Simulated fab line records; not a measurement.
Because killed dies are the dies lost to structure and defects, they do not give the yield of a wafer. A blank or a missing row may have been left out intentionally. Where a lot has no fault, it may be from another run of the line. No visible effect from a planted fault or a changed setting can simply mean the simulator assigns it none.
A lot that was struck, set against a sound lot | flow berkeley_cmos170 | 15 steps out of a route of 331
Sound: the wafers L203.2, L203.3, L203.4. Struck: wafer L212.4. (L212.2, L212.5 of the same lot were not struck and are left out.) The cause comes at the end.
At each step with rows: each side's tool, then ch and its chambers, then its first start. Under that, the readings that differ: sound wafers | struck wafers | difference of the means | sigmas: that difference in standard deviations of wafers without a fault.
alike: readings whose means differ by less than 2 such deviations, and words and numbers that are the same on both sides. not compared: withheld readings, readings that some wafer has no value for, bounds like >300 that may hide the same value, and numbers for which the record gives no deviation and whose values overlap.
A row with sigmas, a row that says differs or no value, or rows on one side alone: a step with any of these is where the two part. Numbers that have no deviation but don't overlap get no sigmas and don't part them. A reading missing from all wafers of one side parts the sides only when that side holds two or more wafers.

first, 6 steps without rows for these wafers: UCB170_M2_COAT_09; UCB170_M2_COAT_10 (resist thk 900 nm); UCB170_M2_SOFTBAKE_11 (time 60 s); UCB170_M2_EXPOSE_12 (exposes mask METAL2, target cd 700 nm); UCB170_M2_PEB_13; UCB170_M2_DEVELOP_14 (develop time 45 s).
UCB170_M2_CD_MEAS_15 targets a cd of 700 nm.
  sound: cd_sem-02 at day 9 03:25; struck: cd_sem-01 at day 10 09:55
  alike: cd_nm
UCB170_M2_OVL_MEAS_16:
  sound: overlay-02 at day 9 03:31; struck: overlay-02 at day 10 10:01
  alike: M2_OVL
UCB170_M2_ETCH_17: etches BARC in N2/H2.
  sound on rie_diel-04 ch 0,1,2, day 9 03:32; struck on rie_diel-03 ch 3, day 10 10:03
  alike: drypump_motor_current_A, oes_product_au, rf_fwd_power_W, throttle_valve_pct
UCB170_M2_METAL_ETCH_18: etches Al in Cl2/BCl3, stops on SiO2, target depth 1170 nm, time 195 s.
  sound on rie_metal-02 ch 0,1, day 9 03:35; struck on rie_metal-01 ch 0, day 10 10:05
  alike: drypump_motor_current_A, oes_product_au, rf_fwd_power_W, throttle_valve_pct
  not compared: rf_hours_counter_h
UCB170_M2_STRIP_19: strips in O2.
  sound on plasma_asher-03 ch 0,1, day 9 03:46; struck on plasma_asher-03 ch 0, day 10 10:16
  alike: drypump_motor_current_A, oes_product_au
  not compared: rf_hours_counter_h
UCB170_M2_CD_MEAS_90 targets a cd of 700 nm.
  sound: cd_sem-02 at day 9 03:53; struck: cd_sem-01 at day 10 10:23
  alike: cd_nm
UCB170_V2_CVD_00: deposits SiO2 from TEOS/O2, target thk 2000 nm, time 250 s.
  sound on pecvd-03 ch 0,1,2, day 9 03:59; struck on pecvd-03 ch 0, day 10 10:29
  reading                             | sound             | struck | difference | sigmas
  rf_fwd_power_W (W)                  | 552.4 550.1 551.2 | 483.6  | -67.6      | -38
  model.SiO2_of_V2_CVD_00.thk_nm (nm) | 1988 1979 1975    | 1960   | -21        |
  alike: heater_power_w
UCB170_V2_THK_MEAS_01:
  sound: film_metro-04 at day 9 04:10; struck: film_metro-03 at day 10 10:40
  alike: V2_TEOS_THK
UCB170_M3_PROBE_99:
  rows exist in the record for the struck wafers here (prober-01, day 10 17:06), but not for the sound ones

## WHERE THEY PART
At UCB170_V2_CVD_00 first; at UCB170_M3_PROBE_99 last (within this record only).

WHY: what had been put in by the simulator
pecvd-03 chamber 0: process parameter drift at UCB170_V2_CVD_00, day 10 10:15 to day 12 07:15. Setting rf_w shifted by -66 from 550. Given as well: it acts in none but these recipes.
